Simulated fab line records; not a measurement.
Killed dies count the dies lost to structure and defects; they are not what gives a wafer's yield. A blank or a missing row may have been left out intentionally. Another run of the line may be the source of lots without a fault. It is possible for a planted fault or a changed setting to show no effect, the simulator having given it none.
Which tool is to blame?	flow berkeley_cmos170	36 wafers from 12 lots sampled at 4 of the route's 331 steps

WHAT THE GAUGES READ, wafer by wafer
UCB170_PLDD_CD_MEAS_06 targets a cd of 1200 nm.
lot	measured	on	cd_nm (nm)
L464	day 6 00:30	cd_sem-01	1199.9 1199.6 1202.0
L465	day 6 01:08	cd_sem-01	1201.4 1199.7 1200.6
L466	day 6 13:05	cd_sem-02	1203.4 1201.4 1202.6
L468	day 7 01:07	cd_sem-02	1199.9 1200.5 1200.7
L469	day 7 01:53	cd_sem-02	1198.0 1199.2 1199.1
L471	day 8 02:05	cd_sem-01	1200.0 1200.6 1199.6
L472	day 8 02:38	cd_sem-02	1200.8 1201.2 1200.5
L474	day 8 06:16	cd_sem-01	1200.0 1199.8 1200.1
L473	day 8 06:32	cd_sem-01	1198.8 1198.2 1199.8
L476	day 8 11:45	cd_sem-02	1201.3 1201.2 1200.2
L477	day 9 03:45	cd_sem-01	1202.7 1203.6 1203.1
L484	day 10 18:14	cd_sem-02	1201.0 1200.4 1200.6

UCB170_NLDD_OVL_MEAS_07.
lot	measured	on	NLDD_OVL (nm)
L464	day 6 02:44	overlay-02	11 0 -5
L465	day 6 03:38	overlay-02	-7 -8 -8
L466	day 6 14:52	overlay-02	-4 -3 -4
L468	day 7 03:39	overlay-02	3 -8 -3
L469	day 7 04:16	overlay-02	8 12 15
L471	day 8 04:00	overlay-01	254 255 264
L472	day 8 04:31	overlay-02	-7 -6 -4
L474	day 8 08:46	overlay-02	5 -1 0
L473	day 8 08:46	overlay-01	265 262 261
L476	day 8 13:37	overlay-02	249 252 255
L477	day 9 05:58	overlay-01	-6 3 -1
L484	day 10 20:05	overlay-01	5 2 7

UCB170_NLDD_TW_MEAS_11.
lot	measured	on	NLDD_TW
L464	day 6 03:10	film_metro-03	2222 2215 2220
L465	day 6 04:04	film_metro-01	2207 2202 2210
L466	day 6 15:18	film_metro-02	2240 2245 2240
L468	day 7 04:06	film_metro-01	2192 2195 2177
L469	day 7 04:41	film_metro-03	2191 2205 2197
L471	day 8 04:26	film_metro-01	2209 2210 2210
L472	day 8 04:57	film_metro-01	2207 2212 2216
L474	day 8 09:13	film_metro-03	2231 2207 2226
L473	day 8 09:16	film_metro-02	2244 2242 2243
L476	day 8 14:04	film_metro-03	2229 2219 2218
L477	day 9 06:24	film_metro-03	2229 2232 2215
L484	day 10 20:32	film_metro-01	2184 2194 2192

WHAT TOOL EACH LOT RAN ON (gives the tool, then ch and the chambers of the sampled wafers, and finally the start)
lot	UCB170_NLDD_EXPOSE_03
L464	krf_scanner-02 ch 0, day 6 02:02
L465	krf_scanner-01 ch 0, day 6 03:07
L466	krf_scanner-01 ch 0, day 6 14:21
L468	krf_scanner-02 ch 0, day 7 02:47
L469	krf_scanner-02 ch 0, day 7 03:38
L471	krf_scanner-02 ch 0, day 8 03:27
L472	krf_scanner-01 ch 0, day 8 04:00
L474	krf_scanner-01 ch 0, day 8 07:53
L473	krf_scanner-02 ch 0, day 8 08:06
L476	krf_scanner-02 ch 0, day 8 13:07
L477	krf_scanner-01 ch 0, day 9 05:19
L484	krf_scanner-01 ch 0, day 10 19:36
- UCB170_NLDD_EXPOSE_03: exposes mask NSELECT, target cd 1200 nm.

AS READ BY THE TOOLS THEMSELVES (means over the sampled wafers that have a number; for cases with no such wafer, the mark the record gives instead)
The record holds no such reading with a usual standard deviation.

THE ANSWER, worked out from the rows above alone
Rule: the usual values come from the lots themselves. The widest of any qualifying gaps counts: lots, ordered by their means at a reading, are off when they make up no more than a third of the lots, leave a main group of 4 or more, and stand apart from it by 3 or more times the standard deviation of that group's means. Not used: any main group whose means are identical at the precision the tables above print for the reading. A lot without any number at a reading at which 4 lots or more have one is off too. Any other lot the step has rows for is counted as sound. First the gauges in route order, then the tools' own readings, where a lot's mean is used as printed above. At the first step where some lot is off, the reading lying furthest off is the one used; lots without a number count as furthest.
Off: L471, L473, L476, at UCB170_NLDD_OVL_MEAS_07 (NLDD_OVL). Main group: mean -0 nm, sd 5.5.
A tool fits if, at a process step before that reading, it ran every lot that is off, and no sound lot after the first of them. Those tools and the gauges at UCB170_NLDD_OVL_MEAS_07 are tried in the same way. One fits: UCB170_NLDD_EXPOSE_03 on krf_scanner-02. Its last sound lot is L469 (day 7 03:38), its first lot that is off L471 (day 8 03:27): a fault that began between those two fits.

WHAT HAD BEEN PUT IN BY THE SIMULATOR
Scanner matching overlay: krf_scanner-02, from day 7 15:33 on, at UCB170_NLDD_EXPOSE_03. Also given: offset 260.
Lots struck among those shown: L471, L473, L476. Same finding as the rule above.
